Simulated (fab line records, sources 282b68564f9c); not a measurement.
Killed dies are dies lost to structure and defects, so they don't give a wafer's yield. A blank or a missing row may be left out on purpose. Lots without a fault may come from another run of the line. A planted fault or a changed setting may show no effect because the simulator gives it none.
A struck lot beside a sound one | flow rit_cmos | 16 steps out of a route of 202
Sound: wafers L295.1, L295.2, L295.3. Struck: wafers L299.3, L299.4, L299.5. The cause comes at the end.
At each step with rows: each side's tool, then ch and its chambers, then its first start. Under that, the readings that differ: sound wafers | struck wafers | difference of the means | sigmas: that difference in standard deviations of wafers without a fault.
alike: readings whose means differ by less than 2 such deviations, and words and numbers that are the same on both sides. not compared: withheld readings, readings that some wafer has no value for, bounds like >300 that may hide the same value, and numbers for which the record gives no deviation and whose values overlap.
The two part at a step that has a row with sigmas, a row that says differs or no value, or rows on one side only. Numbers that don't overlap but have no deviation are shown without sigmas and don't part them. A reading that every wafer of one side lacks parts them only if that side has two wafers or more.

first, 1 step without rows for these wafers: RIT_ACTIVE_OXIDATION_01 (target thk 46.8 nm, ox time 3360 s).
RIT_ACTIVE_THK_MEAS_02:
  sound on film_metro-03, day 2 23:03; struck on film_metro-02, day 3 19:04
  reading               | sound          | struck         | difference | sigmas
  ACTIVE_OXIDE_THK (nm) | 46.4 46.0 47.5 | 48.6 48.8 47.9 | +1.8       | +2
then, 1 step without rows for these wafers: RIT_ACTIVE_CVD_03 (deposits Si3N4 from SiH2Cl2/NH3, target thk 150 nm, time 1500 s).
RIT_ACTIVE_THK_MEAS_04:
  sound on film_metro-03, day 3 00:32; struck on film_metro-03, day 3 20:33
  reading                 | sound             | struck            | difference | sigmas
  ACTIVE_NITRIDE_THK (nm) | 152.3 151.9 152.9 | 149.4 150.1 149.2 | -2.8       | -2
then, 6 steps without rows for these wafers: RIT_ACTIVE_HMDS_05 (prime time 60 s); RIT_ACTIVE_COAT_06 (resist thk 1000 nm); RIT_ACTIVE_SOFTBAKE_07 (time 60 s); RIT_ACTIVE_EXPOSE_08 (exposes mask M1, target cd 1400 nm); RIT_ACTIVE_PEB_09; RIT_ACTIVE_DEVELOP_10 (develop time 50 s).
RIT_ACTIVE_CD_MEAS_11: target cd 1400 nm.
  sound on cd_sem-01, day 3 01:33; struck on cd_sem-01, day 3 21:36
  alike: cd_nm
then, 1 step without rows for these wafers: RIT_ACTIVE_HARDBAKE_12 (time 60 s).
RIT_ACTIVE_ETCH_13: etches Si3N4 in SF6, stops on SiO2, time 210 s, target depth 210 nm.
  sound on rie_diel-02 ch 0,1,3, day 3 01:49; struck on rie_diel-04 ch 0,2, day 3 21:50
  no value came back on the struck wafers for any of 7 readings (SF6_flow_sccm (sccm), chamber_pressure_mTorr (mTorr) and others); on the sound wafers SF6_flow_sccm (sccm) reads 200.2 200.5 200.3
  reading                                     | sound             | struck          | difference | sigmas
  model.NOVOLAK_of_ACTIVE_COAT_06.thk_nm (nm) | 647.2 648.4 668.6 | 882.8 883.2 883 | +228.3     |
RIT_ACTIVE_STRIP_14: strips in O2, time 180 s.
  sound on plasma_asher-02 ch 0,1, day 3 01:57; struck on plasma_asher-03 ch 0,1, day 3 22:02
  alike: drypump_motor_current_A
  not compared: rf_hours_counter_h
RIT_ACTIVE_CD_MEAS_90: target cd 1400 nm.
  sound on cd_sem-01, day 3 02:07; struck on cd_sem-02, day 3 22:11
  reading    | sound                | struck | difference                    | sigmas
  cd_nm (nm) | 1403.5 1400.8 1400.5 | - - -  | no value on the struck wafers |
then, 1 step without rows for these wafers: RIT_ACTIVE_CLEAN_15 (cleans in SC1, time 600 s).

WHERE THEY PART
First at RIT_ACTIVE_THK_MEAS_02; last, within this record, at RIT_ACTIVE_CD_MEAS_90.

WHY: what the simulator had put in
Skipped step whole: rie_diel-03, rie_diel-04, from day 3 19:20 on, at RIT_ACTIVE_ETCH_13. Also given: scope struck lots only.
